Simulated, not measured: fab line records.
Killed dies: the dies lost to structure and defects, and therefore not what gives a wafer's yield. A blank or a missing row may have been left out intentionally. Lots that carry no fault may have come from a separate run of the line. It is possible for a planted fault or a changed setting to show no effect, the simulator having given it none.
fab line records	flow berkeleyCmos170
[record] lots = 5	wafers = 23
route steps=331 shown ZERO@13 PWELL@39 WELLDRIVE@56 ACTIVE@65 PFIELD@86 SACOX@98 NLDD@167 NSD@188 SDANNEAL@205
startH: hours from the record's opening day to when the first of the lot's shown wafers began	waitH: hours from the lot's prior step to this one	" the same as in the row above	L1.1+2: several wafers, shown together as one row	- value missing, or start not given	* or withheld: withheld	< > ~ a bound
route shown NAME@n: names a module that has steps shown in the file, with the first one's number in the route	usual: mean and standard deviation over wafers with no fault	same: alike in all rows	chamber/n: place in a boat	sites: readings site by site	_std_site: their standard deviation	_edge_site: the outer-site mean with the inner-site mean subtracted	radiusMm: for every site, how far away it sits from the centre of the wafer	mask NAME#n: copy n	behind: the last tool/chamber to shape the wafer	hold: cause of the lot's hold/its duration in hours/its outcome	device: the n, p or np transistor that did not switch	end of line: at the end of the route, the tests of the same wafers	a step with no rows: only its recipe	killed: count of dies lost to structure and defects at first sort (not the wafer's yield)	map: the dies of a wafer, with x for killed, . for not killed, _ for no die there
set.NAME: the setting as run; set.NAME@STEP: as run at that earlier step	model.NAME: the simulator's own value behind a step, which no gauge read
lots with deliberately changed settings; one table per step, one row per wafer
[[steps]]
[step UCB170_ZERO_STRIP_07]
[recipe] chemistry = O2	powerW = 400	pressureMtorr = 3500	platenTempC = withheld	o2FlowSccm = 400	overashFraction = 0.5
[usual] stripTimeToEndpointS = 21.48/0.053
lot.wafer	tool	chamber	startH	waitH	set.o2FlowSccm	stripTimeToEndpointS
L074.1	plasmaAsher-02	1	17.86	0.0	400	21.49
L074.3	"	0	"	"	400	21.49
L074.4	"	1	"	"	400	21.40
L074.5	"	0	"	"	400	21.50
L074.6	"	1	"	"	400	21.44
L077.1	plasmaAsher-01	1	33.93	0.0	400	21.43
L077.2	"	0	"	"	400	21.44
L077.3	"	1	"	"	400	21.44
L077.4	"	0	"	"	400	21.39
L077.6	"	1	"	"	400	21.42
L078.1	plasmaAsher-02	1	37.94	0.0	400	21.45
L078.3	"	1	"	"	354.1	21.87
L078.4	"	0	"	"	354.1	21.89
L078.5	"	1	"	"	400	21.48
L078.6	"	0	"	"	400	21.47
L084.1	plasmaAsher-04	0	68.25	0.0	372.5	21.66
L084.2	"	1	"	"	372.5	21.70
L084.3	"	1	"	"	400	21.43
L084.4	"	0	"	"	372.5	21.66
L084.5	"	0	"	"	400	21.41
L085.1	plasmaAsher-01	0	76.42	0.0	400	21.43
L085.3	"	0	"	"	400	21.51
L085.4	"	1	"	"	400	21.46
[step UCB170_PWELL_CVD_05]
[recipe] material = Si3N4	targetThkNm = 220	tempC = 800	precursor = SiH2Cl2/NH3	timeS = 3300	pressureMtorr = 200	sih2cl2FlowSccm = 25	nh3FlowSccm = 75
lot.wafer	tool	chamber	startH	waitH	set.timeS	model.Si3N4_of_PWELL_CVD_05.thkNm
L074.1	-	-	-	0.1	3741	247.5
L074.3	"	-	"	"	3741	246.7
L074.4	"	-	"	"	3741	249.3
L074.5	"	-	"	"	3741	247.3
L074.6	"	-	"	"	3741	246.1
L077.1+4	-	-	-	1.3	2907	193.8
L077.2	"	-	"	"	2907	194.1
L077.3	"	-	"	"	2907	194.7
L077.6	"	-	"	"	2907	195.8
L078.1	-	-	-	2.0	3098	205.8
L078.3	"	-	"	"	3098	204.6
L078.4+6	"	-	"	"	3098	205.2
L078.5	"	-	"	"	3098	204.2
L084.1+5	-	-	-	1.2	3300	216.4
L084.2	"	-	"	"	3300	217.9
L084.3	"	-	"	"	3300	218.8
L084.4	"	-	"	"	3300	217
L085.1	lpcvd-01	0	99.79	0.0	3300	220.2
L085.3	"	0	"	"	3300	220.8
L085.4	"	0	"	"	3300	220.1
[step UCB170_PWELL_THK_MEAS_06]
[recipe] reads = Si3N4_of_PWELL_CVD_05
[usual] PWELL_NITRIDE_THK = 219.4/1.9
lot.wafer	tool	chamber	startH	waitH	set.timeS@PWELL_CVD_05	PWELL_NITRIDE_THK[nm]
L074.1	filmMetro-03	-	-	-	3741	247.6
L074.3	"	-	"	"	3741	246.7
L074.4	"	-	"	"	3741	249.1
L074.5	"	-	"	"	3741	247.5
L074.6	"	-	"	"	3741	246.0
L077.1	filmMetro-03	-	-	-	2907	193.9
L077.2	"	-	"	"	2907	194.2
L077.3	"	-	"	"	2907	194.7
L077.4	"	-	"	"	2907	193.8
L077.6	"	-	"	"	2907	195.8
L078.1	filmMetro-04	-	-	-	3098	205.8
L078.3	"	-	"	"	3098	204.5
L078.4	"	-	"	"	3098	205.1
L078.5	"	-	"	"	3098	204.3
L078.6	"	-	"	"	3098	205.3
L084.1	filmMetro-03	-	-	-	3300	216.4
L084.2	"	-	"	"	3300	218.0
L084.3	"	-	"	"	3300	218.7
L084.4	"	-	"	"	3300	217.1
L084.5	"	-	"	"	3300	216.3
L085.1	filmMetro-03	-	102.66	0.0	3300	220.1
L085.3	"	-	"	"	3300	220.8
L085.4	"	-	"	"	3300	219.9
[step UCB170_PWELL_DEVELOP_12]
[recipe] developer = TMAH	developTimeS = 45	resist = KrF	devTempC = 21
lot.wafer	tool	chamber	startH	waitH	set.devTempC
L074.1+5	lithoTrack-02	0	-	-	21
L074.3+4+6	"	0	"	"	18.57
L077.1+6	lithoTrack-02	0	-	-	21
L077.2+3+4	"	0	"	"	22.68
L078.1+3	lithoTrack-03	0	-	-	21
L078.4+5+6	"	0	"	"	22.44
L084.1+4+5	lithoTrack-02	0	-	-	21
L084.2+3	"	0	"	"	23.96
L085.1+3+4	lithoTrack-04	0	-	-	21
[step UCB170_PWELL_ETCH_14]
[recipe] chemistry = CH3F/Ar/O2	target = Si3N4	stopOn = SiO2	CH3F_flow_sccm = 20	Ar_flow_sccm = 50	O2_flow_sccm = 7	pressureMtorr = 50	rfW = 450	targetDepthA = 2420	overEtchFrac = 0.1	timeS = 151
[usual] oesProductAu = 0.945/0.013
lot.wafer	tool	chamber	startH	waitH	set.timeS@PWELL_CVD_05	oesProductAu	model.etch.depthNm
L074.1	rieDiel-02	3	43.30	0.0	3741	1.008	245.8
L074.3	"	0	"	"	3741	1.001	245.1
L074.4	"	3	"	"	3741	1.010	247.8
L074.5	"	1	"	"	3741	1.027	246.9
L074.6	"	0	"	"	3741	1.004	246.1
L077.1	rieDiel-01	1	61.59	0.0	2907	0.869	193.8
L077.2	"	3	"	"	2907	0.876	194.1
L077.3	"	2	"	"	2907	0.898	194.7
L077.4	"	0	"	"	2907	0.883	193.8
L077.6	"	2	"	"	2907	0.905	195.8
L078.1	rieDiel-02	0	69.78	0.0	3098	0.902	205.8
L078.3	"	1	"	"	3098	0.921	204.6
L078.4	"	2	"	"	3098	0.916	205.2
L078.5	"	2	"	"	3098	0.913	204.2
L078.6	"	3	"	"	3098	0.912	205.2
L084.1	rieDiel-02	2	95.97	0.0	3300	0.953	-
L084.2	"	3	"	"	3300	0.939	217.9
L084.3	"	1	"	"	3300	0.960	-
L084.4	"	0	"	"	3300	0.936	217
L084.5	"	0	"	"	3300	0.933	-
L085.1	rieDiel-02	3	103.74	0.0	3300	0.959	220.2
L085.3	"	2	"	"	3300	0.955	220.8
L085.4	"	0	"	"	3300	0.931	220.1
[step UCB170_WELLDRIVE_OXIDATION_01]
[recipe] tempC = 1100	ambient = O2	targetThkA = 1990	oxTimeS = 9000
lot.wafer	tool	chamber	startH	waitH	set.tempC	model.SiO2_of_WELLDRIVE_OXIDATION_01.thkNm
L074.1	-	-	-	0.8	1131	227.6
L074.3	"	-	"	"	1131	229.9
L074.4	"	-	"	"	1131	229.5
L074.5	"	-	"	"	1131	227.2
L074.6	"	-	"	"	1131	228.5
L077.1	-	-	-	2.9	1113	215.4
L077.2	"	-	"	"	1113	213.7
L077.3	"	-	"	"	1113	212.7
L077.4	"	-	"	"	1113	212.1
L077.6	"	-	"	"	1113	215.1
L078.1	-	-	-	1.9	1100	193.8
L078.3	"	-	"	"	1100	192
L078.4	"	-	"	"	1100	186.4
L078.5	"	-	"	"	1100	193.2
L078.6	"	-	"	"	1100	189.7
L084.1	-	-	-	2.1	1100	194.4
L084.2	"	-	"	"	1100	192.1
L084.3	"	-	"	"	1100	194.9
L084.4	"	-	"	"	1100	194.8
L084.5	"	-	"	"	1100	192.5
L085.1	furnace-01	0	110.99	2.5	1100	197.6
L085.3	"	0	"	"	1100	198.2
L085.4	"	0	"	"	1100	197.9
[step UCB170_WELLDRIVE_THK_MEAS_02]
[recipe] reads = SiO2_of_WELLDRIVE_OXIDATION_01
[usual] WELLDRIVE_OXIDE_THK = 198/3.4
lot.wafer	tool	chamber	startH	waitH	set.tempC@WELLDRIVE_OXIDATION_01	WELLDRIVE_OXIDE_THK[nm]
L074.1	filmMetro-01	-	-	-	1131	228
L074.3	"	-	"	"	1131	230
L074.4	"	-	"	"	1131	230
L074.5	"	-	"	"	1131	227
L074.6	"	-	"	"	1131	229
L077.1	filmMetro-04	-	-	-	1113	216
L077.2	"	-	"	"	1113	214
L077.3	"	-	"	"	1113	213
L077.4	"	-	"	"	1113	212
L077.6	"	-	"	"	1113	215
L078.1	filmMetro-04	-	-	-	1100	194
L078.3	"	-	"	"	1100	192
L078.4	"	-	"	"	1100	186
L078.5	"	-	"	"	1100	193
L078.6	"	-	"	"	1100	190
L084.1	filmMetro-01	-	-	-	1100	194
L084.2	"	-	"	"	1100	192
L084.3	"	-	"	"	1100	195
L084.4	"	-	"	"	1100	195
L084.5	"	-	"	"	1100	192
L085.1	filmMetro-04	-	114.49	0.0	1100	198
L085.3	"	-	"	"	1100	198
L085.4	"	-	"	"	1100	198
[step UCB170_ACTIVE_CVD_05]
[recipe] material = Si3N4	targetThkNm = 220	tempC = 800	precursor = SiH2Cl2/NH3	timeS = 3300	pressureMtorr = 200	sih2cl2FlowSccm = 25	nh3FlowSccm = 75
lot.wafer	tool	chamber	startH	waitH	set.sih2cl2FlowSccm	model.Si3N4_of_ACTIVE_CVD_05.thkNm
L074.1	-	-	-	1.1	27.89	226.9
L074.3	"	-	"	"	27.89	227.2
L074.4	"	-	"	"	27.89	228.7
L074.5	"	-	"	"	27.89	227.3
L074.6	"	-	"	"	27.89	226.8
L077.1	-	-	-	0.0	25	218.4
L077.2	"	-	"	"	25	218.9
L077.3	"	-	"	"	25	221
L077.4	"	-	"	"	25	217.3
L077.6	"	-	"	"	25	219
L078.1	-	-	-	0.6	21.46	209.9
L078.3	"	-	"	"	21.46	213.1
L078.4	"	-	"	"	21.46	212.4
L078.5	"	-	"	"	21.46	211.1
L078.6	"	-	"	"	21.46	211.4
L084.1+4	-	-	-	0.0	21.76	215.7
L084.2	"	-	"	"	21.76	216.5
L084.3	"	-	"	"	21.76	215.2
L084.5	"	-	"	"	21.76	214.7
L085.1	lpcvd-02	0	122.92	0.1	25	222.9
L085.3	"	0	"	"	25	221
L085.4	"	0	"	"	25	222.4
[step UCB170_ACTIVE_THK_MEAS_06]
[recipe] reads = Si3N4_of_ACTIVE_CVD_05
[usual] ACTIVE_NITRIDE_THK = 221.3/1.8
lot.wafer	tool	chamber	startH	waitH	set.sih2cl2FlowSccm@ACTIVE_CVD_05	ACTIVE_NITRIDE_THK[nm]
L074.1	filmMetro-02	-	-	-	27.89	226.7
L074.3	"	-	"	"	27.89	227.4
L074.4	"	-	"	"	27.89	228.8
L074.5	"	-	"	"	27.89	227.3
L074.6	"	-	"	"	27.89	226.7
L077.1	filmMetro-04	-	-	-	25	218.5
L077.2	"	-	"	"	25	219.0
L077.3	"	-	"	"	25	221.1
L077.4	"	-	"	"	25	217.2
L077.6	"	-	"	"	25	219.0
L078.1	filmMetro-01	-	-	-	21.46	209.9
L078.3	"	-	"	"	21.46	212.9
L078.4	"	-	"	"	21.46	212.3
L078.5	"	-	"	"	21.46	211.0
L078.6	"	-	"	"	21.46	211.3
L084.1	filmMetro-04	-	-	-	21.76	215.7
L084.2	"	-	"	"	21.76	216.3
L084.3	"	-	"	"	21.76	215.1
L084.4	"	-	"	"	21.76	215.8
L084.5	"	-	"	"	21.76	214.5
L085.1	filmMetro-01	-	125.80	0.0	25	222.7
L085.3	"	-	"	"	25	221.1
L085.4	"	-	"	"	25	222.5
[step UCB170_ACTIVE_HMDS_07]
[recipe] primeTimeS = 60	primeTempC = 100
[step UCB170_ACTIVE_COAT_08]
[recipe] resist = KrF	spinRpm = 1500	resistThkNm = 900
[step UCB170_ACTIVE_ETCH_15]
[recipe] chemistry = CH3F/Ar/O2	target = Si3N4	stopOn = SiO2	CH3F_flow_sccm = 20	Ar_flow_sccm = 50	O2_flow_sccm = 7	pressureMtorr = 50	rfW = 450	targetDepthA = 2420	overEtchFrac = 0.1	timeS = 151
lot.wafer	tool	chamber	startH	waitH	set.sih2cl2FlowSccm@ACTIVE_CVD_05	model.etch.depthNm
L074.1	rieDiel-04	1	68.66	0.0	27.89	226.9
L074.3	"	2	"	"	27.89	227.2
L074.4	"	3	"	"	27.89	228.7
L074.5	"	3	"	"	27.89	227.3
L074.6	"	0	"	"	27.89	226.8
L077.1	rieDiel-02	0	87.84	0.0	25	218.4
L077.2	"	1	"	"	25	218.9
L077.3	"	2	"	"	25	221
L077.4	"	3	"	"	25	217.3
L077.6	"	1	"	"	25	219
L078.1	rieDiel-03	3	95.12	0.0	21.46	209.9
L078.3	"	1	"	"	21.46	213.1
L078.4	"	2	"	"	21.46	212.4
L078.5	"	1	"	"	21.46	211.1
L078.6	"	0	"	"	21.46	211.4
L084.1+3+5	rieDiel-04	3,2,2	119.37	0.0	21.76	-
L084.2	"	1	"	"	21.76	216.5
L084.4	"	0	"	"	21.76	215.7
L085.1	rieDiel-02	3	126.85	0.0	25	222.9
L085.3	"	0	"	"	25	221
L085.4	"	2	"	"	25	222.4
[step UCB170_PFIELD_IMPLANT_07]
[recipe] species = B	doseCm2 = 2e+13	energyKev = 80	tiltDeg = 7
lot.wafer	tool	chamber	startH	waitH	set.energyKev	model.implant.drpNm
L074.1+4	implanter-02	0	70.52	0.0	80	74.86
L074.3+5+6	"	0	"	"	81.47	75.5
L077.1+2+6	implanter-04	0	91.66	0.0	80	74.86
L077.3+4	"	0	"	"	81.94	75.71
L078.1+5	implanter-04	0	97.05	0.0	80	74.86
L078.3+4+6	"	0	"	"	78.36	74.11
L084.1+2+3+4+5	implanter-03	0	121.48	0.0	80	74.86
L085.1+3+4	implanter-03	0	130.46	0.0	80	74.86
[step UCB170_SACOX_OXIDATION_01]
[recipe] tempC = 900	ambient = O2	targetThkA = 144	oxTimeS = 2400
lot.wafer	tool	chamber	startH	waitH	set.oxTimeS	model.SiO2_of_SACOX_OXIDATION_01.thkNm
L074.1	-	-	-	2.5	2400	14.26
L074.3	"	-	"	"	2400	14.18
L074.4	"	-	"	"	2400	14.22
L074.5	"	-	"	"	2400	14.04
L074.6	"	-	"	"	2400	14.24
L077.1+3	-	-	-	4.3	2591	14.66
L077.2	"	-	"	"	2591	14.67
L077.4+6	"	-	"	"	2591	14.64
L078.1	-	-	-	2.1	2753	15.71
L078.3	"	-	"	"	2753	15.72
L078.4	"	-	"	"	2753	15.58
L078.5	"	-	"	"	2753	15.78
L078.6	"	-	"	"	2753	15.76
L084.1+4	-	-	-	4.2	2400	14.27
L084.2	"	-	"	"	2400	14.39
L084.3	"	-	"	"	2400	14.21
L084.5	"	-	"	"	2400	14.33
L085.1	furnace-04	0	147.37	1.0	2400	14.03
L085.3	"	0	"	"	2400	14.06
L085.4	"	0	"	"	2400	14.14
[step UCB170_SACOX_THK_MEAS_02]
[recipe] reads = SiO2_of_SACOX_OXIDATION_01
[usual] SACOX_OXIDE_THK = 14.28/0.22
lot.wafer	tool	chamber	startH	waitH	set.oxTimeS@SACOX_OXIDATION_01	SACOX_OXIDE_THK[nm]
L074.1	filmMetro-03	-	-	-	2400	14.24
L074.3	"	-	"	"	2400	14.17
L074.4	"	-	"	"	2400	14.21
L074.5	"	-	"	"	2400	14.06
L074.6	"	-	"	"	2400	14.26
L077.1	filmMetro-04	-	-	-	2591	14.64
L077.2	"	-	"	"	2591	14.68
L077.3	"	-	"	"	2591	14.66
L077.4	"	-	"	"	2591	14.66
L077.6	"	-	"	"	2591	14.65
L078.1	filmMetro-01	-	-	-	2753	15.70
L078.3	"	-	"	"	2753	15.73
L078.4	"	-	"	"	2753	15.61
L078.5	"	-	"	"	2753	15.80
L078.6	"	-	"	"	2753	15.82
L084.1	filmMetro-04	-	-	-	2400	14.29
L084.2	"	-	"	"	2400	14.41
L084.3	"	-	"	"	2400	14.24
L084.4	"	-	"	"	2400	14.26
L084.5	"	-	"	"	2400	14.34
L085.1	filmMetro-01	-	149.04	0.0	2400	14.01
L085.3	"	-	"	"	2400	14.04
L085.4	"	-	"	"	2400	14.12
[step UCB170_NLDD_IMPLANT_09]
[recipe] species = As	doseCm2 = 5e+13	energyKev = 30	tiltDeg = 7	rotationDeg = 180
lot.wafer	tool	chamber	startH	waitH	set.doseCm2
L074.1+5+6	implanter-04	0	113.49	0.1	4.829e+13
L074.3+4	"	0	"	"	5e+13
L077.1+2+4	implanter-02	0	132.50	0.1	5e+13
L077.3+6	"	0	"	"	5.302e+13
L078.1+4	implanter-04	0	149.89	0.1	5.334e+13
L078.3+5+6	"	0	"	"	5e+13
L084.1+2+3	implanter-04	0	170.23	0.1	5e+13
L084.4+5	"	0	"	"	5.306e+13
L085.1+3+4	implanter-04	0	179.60	0.1	5e+13
[step UCB170_NSD_COAT_01]
[recipe] resist = KrF	spinRpm = 1500	resistThkNm = 900
lot.wafer	tool	chamber	startH	waitH	set.resistThkNm	model.KrF_of_NSD_COAT_01.thkNm
L074.1	lithoTrack-03	0	119.61	0.1	856.2	852.2
L074.3	"	0	"	"	856.2	856.6
L074.4	"	0	"	"	856.2	858.3
L074.5	"	0	"	"	900	895.7
L074.6	"	0	"	"	900	899
L077.1	lithoTrack-04	0	141.35	0.1	900	898.5
L077.2	"	0	"	"	900	898.2
L077.3	"	0	"	"	859.4	857.7
L077.4	"	0	"	"	859.4	856.5
L077.6	"	0	"	"	900	900.9
L078.1	lithoTrack-03	0	157.95	0.1	917.1	914.2
L078.3	"	0	"	"	917.1	913.3
L078.4	"	0	"	"	900	893.2
L078.5	"	0	"	"	900	895.4
L078.6	"	0	"	"	917.1	911.5
L084.1	lithoTrack-04	0	177.89	0.1	900	898.8
L084.2	"	0	"	"	900	898.7
L084.3	"	0	"	"	950.2	949.5
L084.4	"	0	"	"	950.2	948.9
L084.5	"	0	"	"	950.2	948.1
L085.1	lithoTrack-03	0	187.01	0.1	900	901.2
L085.3+4	"	0	"	"	900	901.3
[step UCB170_NSD_IMPLANT_08]
[recipe] species = P	doseCm2 = 3e+15	energyKev = 40	tiltDeg = 7
lot.wafer	tool	chamber	startH	waitH	set.doseCm2
L074.1+6	implanter-04	0	120.77	0.0	3.203e+15
L074.3+4+5	"	0	"	"	3e+15
L077.1+3	implanter-04	0	142.36	0.0	2.822e+15
L077.2+4+6	"	0	"	"	3e+15
L078.1+5+6	implanter-04	0	158.80	0.0	2.829e+15
L078.3+4	"	0	"	"	3e+15
L084.1+5	implanter-01	0	179.07	0.0	3e+15
L084.2+3+4	"	0	"	"	3.171e+15
L085.1+3+4	implanter-02	0	187.86	0.0	3e+15
[step UCB170_NSD_STRIP_09]
[recipe] chemistry = O2	powerW = 400	pressureMtorr = 3500	platenTempC = withheld	o2FlowSccm = 400	overashFraction = 0.5
[usual] stripTimeToEndpointS = 35.80/0.055
lot.wafer	tool	chamber	startH	waitH	set.resistThkNm@NSD_COAT_01	set.doseCm2@NSD_IMPLANT_08	stripTimeToEndpointS
L074.1	plasmaAsher-02	0	120.92	0.1	856.2	3.203e+15	35.37
L074.3	"	1	"	"	856.2	3e+15	34.87
L074.4	"	0	"	"	856.2	3e+15	34.88
L074.5	"	0	"	"	900	3e+15	35.81
L074.6	"	1	"	"	900	3.203e+15	36.50
L077.1	plasmaAsher-03	0	142.51	0.1	900	2.822e+15	35.21
L077.2	"	1	"	"	900	3e+15	35.79
L077.3	"	0	"	"	859.4	2.822e+15	34.22
L077.4	"	1	"	"	859.4	3e+15	34.80
L077.6	"	0	"	"	900	3e+15	35.87
L078.1	plasmaAsher-02	0	158.95	0.1	917.1	2.829e+15	35.67
L078.3	"	1	"	"	917.1	3e+15	36.16
L078.4	"	0	"	"	900	3e+15	35.71
L078.5	"	1	"	"	900	2.829e+15	35.20
L078.6	"	0	"	"	917.1	2.829e+15	35.62
L084.1	plasmaAsher-02	0	179.22	0.1	900	3e+15	35.79
L084.2	"	1	"	"	900	3.171e+15	36.35
L084.3	"	1	"	"	950.2	3.171e+15	37.50
L084.4	"	0	"	"	950.2	3.171e+15	37.50
L084.5	"	0	"	"	950.2	3e+15	36.94
L085.1	plasmaAsher-01	0	188.01	0.1	900	3e+15	35.78
L085.3	"	0	"	"	900	3e+15	35.83
L085.4	"	1	"	"	900	3e+15	35.82
[step UCB170_NSD_CLEAN_11]
[recipe] chemistry = SPM	tempC = 120	timeS = 600
[step UCB170_SDANNEAL_RTA_01]
[recipe] tempC = 1050	timeS = 5	ambient = N2
[step UCB170_SDANNEAL_RS_MEAS_03]
[recipe] thkMeasGauge = four-point-probe
[usual] NSD_RS = 37.26/0.11
lot.wafer	tool	chamber	startH	waitH	set.doseCm2@NSD_IMPLANT_08	NSD_RS[ohm/sq]
L074.1	filmMetro-01	-	122.54	0.1	3.203e+15	36.12
L074.3	"	-	"	"	3e+15	37.29
L074.4	"	-	"	"	3e+15	37.27
L074.5	"	-	"	"	3e+15	37.25
L074.6	"	-	"	"	3.203e+15	36.20
L077.1	filmMetro-04	-	146.11	0.1	2.822e+15	38.41
L077.2	"	-	"	"	3e+15	37.24
L077.3	"	-	"	"	2.822e+15	38.47
L077.4	"	-	"	"	3e+15	37.17
L077.6	"	-	"	"	3e+15	37.16
L078.1	filmMetro-04	-	160.43	0.1	2.829e+15	38.15
L078.3	"	-	"	"	3e+15	37.22
L078.4	"	-	"	"	3e+15	37.26
L078.5	"	-	"	"	2.829e+15	38.18
L078.6	"	-	"	"	2.829e+15	38.16
L084.1	filmMetro-02	-	180.82	0.1	3e+15	37.17
L084.2	"	-	"	"	3.171e+15	36.17
L084.3	"	-	"	"	3.171e+15	36.41
L084.4	"	-	"	"	3.171e+15	36.27
L084.5	"	-	"	"	3e+15	37.14
L085.1	filmMetro-01	-	189.44	0.1	3e+15	37.44
L085.3	"	-	"	"	3e+15	37.32
L085.4	"	-	"	"	3e+15	37.36
[step UCB170_SDANNEAL_RS_MEAS_05]
[recipe] thkMeasGauge = four-point-probe
[usual] NLDD_RS = 616.5/1.6
lot.wafer	tool	chamber	startH	waitH	set.doseCm2@NLDD_IMPLANT_09	NLDD_RS[ohm/sq]
L074.1	filmMetro-01	-	122.78	0.1	4.829e+13	623.2
L074.3	"	-	"	"	5e+13	616.7
L074.4	"	-	"	"	5e+13	616.3
L074.5	"	-	"	"	4.829e+13	624.3
L074.6	"	-	"	"	4.829e+13	624.1
L077.1	filmMetro-04	-	146.35	0.1	5e+13	614.3
L077.2	"	-	"	"	5e+13	615.4
L077.3	"	-	"	"	5.302e+13	603.4
L077.4	"	-	"	"	5e+13	615.6
L077.6	"	-	"	"	5.302e+13	603.0
L078.1	filmMetro-04	-	160.67	0.1	5.334e+13	602.4
L078.3	"	-	"	"	5e+13	614.8
L078.4	"	-	"	"	5.334e+13	602.6
L078.5	"	-	"	"	5e+13	616.3
L078.6	"	-	"	"	5e+13	615.6
L084.1	filmMetro-02	-	181.06	0.1	5e+13	615.3
L084.2	"	-	"	"	5e+13	616.4
L084.3	"	-	"	"	5e+13	614.2
L084.4	"	-	"	"	5.306e+13	602.8
L084.5	"	-	"	"	5.306e+13	601.4
L085.1	filmMetro-01	-	189.68	0.1	5e+13	616.6
L085.3	"	-	"	"	5e+13	616.4
L085.4	"	-	"	"	5e+13	617.3
[[key]]
[split] step = UCB170_ZERO_STRIP_07	setting = o2FlowSccm	stated = 400	by = wafer
[response] step = UCB170_ZERO_STRIP_07	reading = stripTimeToEndpointS	change = *	per = 1%	r = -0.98
[split] step = UCB170_PWELL_CVD_05	setting = timeS	stated = 3300	by = lot
[response] step = UCB170_PWELL_CVD_05	reading = model.Si3N4_of_PWELL_CVD_05.thkNm	change = +2.11	per = 1%	r = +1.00
[response] step = UCB170_PWELL_THK_MEAS_06	reading = PWELL_NITRIDE_THK	change = +2.11	per = 1%	r = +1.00
[response] step = UCB170_PWELL_ETCH_14	reading = oesProductAu	change = +0.00493	per = 1%	r = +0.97
[response] step = UCB170_PWELL_ETCH_14	reading = model.etch.depthNm	change = +2.07	per = 1%	r = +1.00
[split] step = UCB170_PWELL_DEVELOP_12	setting = devTempC	stated = 21	by = wafer
response none clear
[split] step = UCB170_WELLDRIVE_OXIDATION_01	setting = tempC	stated = 1100	by = lot
[response] step = UCB170_WELLDRIVE_OXIDATION_01	reading = model.SiO2_of_WELLDRIVE_OXIDATION_01.thkNm	change = +12.7	per = 1%	r = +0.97
[response] step = UCB170_WELLDRIVE_THK_MEAS_02	reading = WELLDRIVE_OXIDE_THK	change = +12.7	per = 1%	r = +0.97
[split] step = UCB170_ACTIVE_CVD_05	setting = sih2cl2FlowSccm	stated = 25	by = lot
[response] step = UCB170_ACTIVE_CVD_05	reading = model.Si3N4_of_ACTIVE_CVD_05.thkNm	change = +0.543	per = 1%	r = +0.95
[response] step = UCB170_ACTIVE_THK_MEAS_06	reading = ACTIVE_NITRIDE_THK	change = +0.548	per = 1%	r = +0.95
[response] step = UCB170_ACTIVE_ETCH_15	reading = model.etch.depthNm	change = +0.57	per = 1%	r = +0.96
[split] step = UCB170_PFIELD_IMPLANT_07	setting = energyKev	stated = 80	by = wafer
[response] step = UCB170_PFIELD_IMPLANT_07	reading = model.implant.drpNm	change = +0.355	per = 1%	r = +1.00
[split] step = UCB170_SACOX_OXIDATION_01	setting = oxTimeS	stated = 2400	by = lot
[response] step = UCB170_SACOX_OXIDATION_01	reading = model.SiO2_of_SACOX_OXIDATION_01.thkNm	change = +0.0959	per = 1%	r = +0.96
[response] step = UCB170_SACOX_THK_MEAS_02	reading = SACOX_OXIDE_THK	change = +0.0972	per = 1%	r = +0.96
[split] step = UCB170_NLDD_IMPLANT_09	setting = doseCm2	stated = 5e+13	by = wafer
[response] step = UCB170_SDANNEAL_RS_MEAS_05	reading = NLDD_RS	change = -2.03	per = 1%	r = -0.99
[split] step = UCB170_NSD_COAT_01	setting = resistThkNm	stated = 900	by = wafer
[response] step = UCB170_NSD_COAT_01	reading = model.KrF_of_NSD_COAT_01.thkNm	change = +8.98	per = 1%	r = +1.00
[response] step = UCB170_NSD_STRIP_09	reading = stripTimeToEndpointS	change = *	per = 1%	r = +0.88
[split] step = UCB170_NSD_IMPLANT_08	setting = doseCm2	stated = 3e+15	by = wafer
[response] step = UCB170_SDANNEAL_RS_MEAS_03	reading = NSD_RS	change = -0.172	per = 1%	r = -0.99
[response] step = UCB170_NSD_STRIP_09	reading = stripTimeToEndpointS	slope = *	per = 1%	togetherWith = resistThkNm@NSD_COAT_01	explained = 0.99
